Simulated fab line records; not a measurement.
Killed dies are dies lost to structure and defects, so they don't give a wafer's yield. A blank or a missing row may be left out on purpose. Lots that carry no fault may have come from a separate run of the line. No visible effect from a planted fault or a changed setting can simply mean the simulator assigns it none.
Split-lot trial | flow rit-cmos | 23 wafers read from 5 lots, route of 202 steps

## THE SPLIT
At RIT_PRETRO_COAT_01 (resist thk 1300 nm), the setting resist-thk-nm was moved away from the recipe's 1300 nm on 8 of the 23 wafers read, by -4.6% to -3.0%. This setting was run at the recipe's value on the other wafers.

The reading is taken at the split's own step.

## THE READING
NOVOLAK_of_PRETRO_COAT_01.thk-nm (the simulator's own value, which no gauge read), in nm, at RIT_PRETRO_COAT_01 (resist thk 1300 nm). There is no usual value for it anywhere in the file. Here, 15 wafers ran the recipe; their average is 1301 nm with a standard deviation of 2.8 nm.

wafer  | tool, chamber at the split | resist-thk-nm as run, nm | against the recipe | NOVOLAK_of_PRETRO_COAT_01.thk-nm, nm | against lot-mates on the recipe
L078.1 | litho-track-01, 0          | 1300                     | recipe             | 1306                                 | -
L078.5 | litho-track-01, 0          | 1300                     | recipe             | 1307                                 | -
L078.6 | litho-track-01, 0          | 1300                     | recipe             | 1301                                 | -
L079.1 | litho-track-03, 0          | 1300                     | recipe             | 1301                                 | -
L079.4 | litho-track-03, 0          | 1300                     | recipe             | 1301                                 | -
L079.3 | litho-track-03, 0          | 1300                     | recipe             | 1303                                 | -
L079.5 | litho-track-03, 0          | 1300                     | recipe             | 1298                                 | -
L079.6 | litho-track-03, 0          | 1300                     | recipe             | 1299                                 | -
L081.1 | litho-track-02, 0          | 1261                     | -3.0%              | 1260                                 | -40
L081.2 | litho-track-02, 0          | 1261                     | -3.0%              | 1263                                 | -36
L081.3 | litho-track-02, 0          | 1300                     | recipe             | 1303                                 | -
L081.5 | litho-track-02, 0          | 1261                     | -3.0%              | 1262                                 | -38
L081.6 | litho-track-02, 0          | 1300                     | recipe             | 1296                                 | -
L083.1 | litho-track-03, 0          | 1300                     | recipe             | 1300                                 | -
L083.2 | litho-track-03, 0          | 1246                     | -4.2%              | 1251                                 | -50
L083.4 | litho-track-03, 0          | 1246                     | -4.2%              | 1250                                 | -51
L083.5 | litho-track-03, 0          | 1300                     | recipe             | 1303                                 | -
L083.6 | litho-track-03, 0          | 1300                     | recipe             | 1299                                 | -
L085.1 | litho-track-03, 0          | 1240                     | -4.6%              | 1241                                 | -59
L085.2 | litho-track-03, 0          | 1300                     | recipe             | 1300                                 | -
L085.5 | litho-track-03, 0          | 1300                     | recipe             | 1300                                 | -
L085.3 | litho-track-03, 0          | 1240                     | -4.6%              | 1243                                 | -57
L085.4 | litho-track-03, 0          | 1240                     | -4.6%              | 1240                                 | -60

FIT RESULTS
A straight line over all 23 wafers: NOVOLAK_of_PRETRO_COAT_01.thk-nm changes by +12.8 nm for each +1% of resist-thk-nm; r = +0.99; the points scatter about the line by 2.6 nm.
The same after taking each lot's own level away (the mean of its wafers on the recipe; 23 wafers): +12.5 nm for each +1%; r = +1.00; scatter 2 nm.
The reading moves by 58 nm for the largest change in resist-thk-nm, on that fit.
From 1299.5 to 1304.7 nm: that is the span of the lots' own levels, equal to 1.8 times the standard deviation above.
The two slopes agree, so the slope changes little with the lot-to-lot level.
Check: for one of the wafers moved furthest among these (-4.6%), held out of the fit, the line's prediction against its lot-mates is -57.5 nm. Against them it came out at -59 nm.

## ADDITIONAL SPLITS CARRIED BY THESE WAFERS
Note: prior to the reading, these wafers also went through further splits. Each is held against what the fit with the lots' levels taken away leaves over:
other split on the same wafers   | wafers away from the commonest value | r with NOVOLAK_of_PRETRO_COAT_01.thk-nm (lot level and that fit taken away)
RIT_ACTIVE_CVD_03 time-s         | 10                                   | +0.14
RIT_ACTIVE_COAT_06 resist-thk-nm | 8                                    | -0.07
RIT_ACTIVE_ETCH_13 rf-w          | 7                                    | -0.12
RIT_FOX2_OXIDATION_00 temp-c     | 18                                   | +0.17
RIT_PWELL_COAT_01 spin-rpm       | 8                                    | -0.15
RIT_PWELL_IMPLANT_08 dose-cm2    | 7                                    | -0.20
RIT_PWELL_STRIP_09 o2-flow-sccm  | 7                                    | +0.04
RIT_NRETRO_IMPLANT_08 energy-kev | 6                                    | -0.14

## THE FILE'S OWN FIT
NOVOLAK_of_PRETRO_COAT_01.thk-nm changes by +12.5 nm for each +1% of resist-thk-nm, r = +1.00.
